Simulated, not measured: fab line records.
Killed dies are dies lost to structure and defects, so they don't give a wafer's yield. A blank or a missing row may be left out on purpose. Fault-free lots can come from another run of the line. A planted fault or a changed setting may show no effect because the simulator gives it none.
A struck lot beside a sound one :: flow berkeley_cmos170 :: 14 steps out of a route of 331
Sound: the wafers L300.1, L300.2, L300.4. Wafers L306.2, L306.3, L306.5 were the ones struck. Last of all comes the cause.
At each step with rows: each side's tool, then ch and its chambers, then its first start. Under that, the readings that differ: sound wafers :: struck wafers :: difference of the means :: sigmas: that difference in standard deviations of wafers without a fault.
alike: readings with means less than 2 such deviations apart, plus words and numbers identical on both sides. not compared: withheld readings, readings lacking a value on some wafer, bounds such as >300 that could conceal the same value, and numbers that have no deviation in the record and whose values overlap.
A row with sigmas, a row that says differs or no value, or rows on one side alone: a step with any of these is where the two part. Numbers that have no deviation but don't overlap get no sigmas and don't part them. A reading that every wafer of one side lacks parts them only if that side has two wafers or more.

first, 2 steps without rows for these wafers: UCB170_GATE_ANNEAL_03 (time 1800 s); UCB170_GATE_CVD_04 (deposits poly-Si from SiH4, time 1440 s, target thk 214 nm).
UCB170_GATE_THK_MEAS_05:
  sound on film_metro-02 at day 6 21:05; struck on film_metro-04 at day 8 23:13
  alike: GATE_POLY_THK
then, 6 steps without rows for these wafers: UCB170_GATE_COAT_06; UCB170_GATE_COAT_07 (resist thk 900 nm); UCB170_GATE_SOFTBAKE_08 (time 60 s); UCB170_GATE_EXPOSE_09 (exposes mask POLY, target cd 350 nm); UCB170_GATE_PEB_10; UCB170_GATE_DEVELOP_11 (develop time 45 s).
UCB170_GATE_CD_MEAS_12: target cd 350 nm.
  sound on cd_sem-02 at day 6 22:14; struck on cd_sem-01 at day 9 00:36
  alike: cd_nm
UCB170_GATE_OVL_MEAS_13:
  sound on overlay-01 at day 6 22:21; struck on overlay-01 at day 9 00:43
  alike: GATE_OVL
UCB170_GATE_ETCH_14: etches BARC in N2/H2.
  sound on rie_diel-02 ch 0,2,3, day 6 22:23; struck on rie_diel-04 ch 0,1, day 9 00:44
reading: throttle_valve_pct (%)
sound: 13.28 13.34 13.43
struck: 13.08 12.94 13.10
difference: -0.31
sigmas: -2
  alike: drypump_motor_current_A, oes_product_au
UCB170_GATE_ETCH_15: etches poly-Si in HBr/Cl2, stops on SiO2, time 56.3 s, target depth 278.2 nm.
  sound on rie_si-01 ch 0,1,3, day 6 22:25; struck on rie_si-02 ch 0,1,3, day 9 00:47
reading: model.KrF_of_GATE_COAT_07.thk_nm (nm)
sound: 782.1 779.6 776.6
struck: 801.3 804.3 808
difference: +25.1
sigmas: 
  alike: drypump_motor_current_A, oes_product_au, throttle_valve_pct
  not compared: rf_hours_counter_h
UCB170_GATE_STRIP_16: strips in O2.
  sound on plasma_asher-01 ch 0,1, day 6 22:28; struck on plasma_asher-03 ch 0,1, day 9 00:50
  alike: drypump_motor_current_A, oes_product_au
  not compared: rf_hours_counter_h

## WHERE THEY PART
Within this record, at UCB170_GATE_ETCH_14 only. Later steps at which nothing parts them and some readings are alike: UCB170_GATE_ETCH_15, UCB170_GATE_STRIP_16.

WHY: the cause the simulator had injected
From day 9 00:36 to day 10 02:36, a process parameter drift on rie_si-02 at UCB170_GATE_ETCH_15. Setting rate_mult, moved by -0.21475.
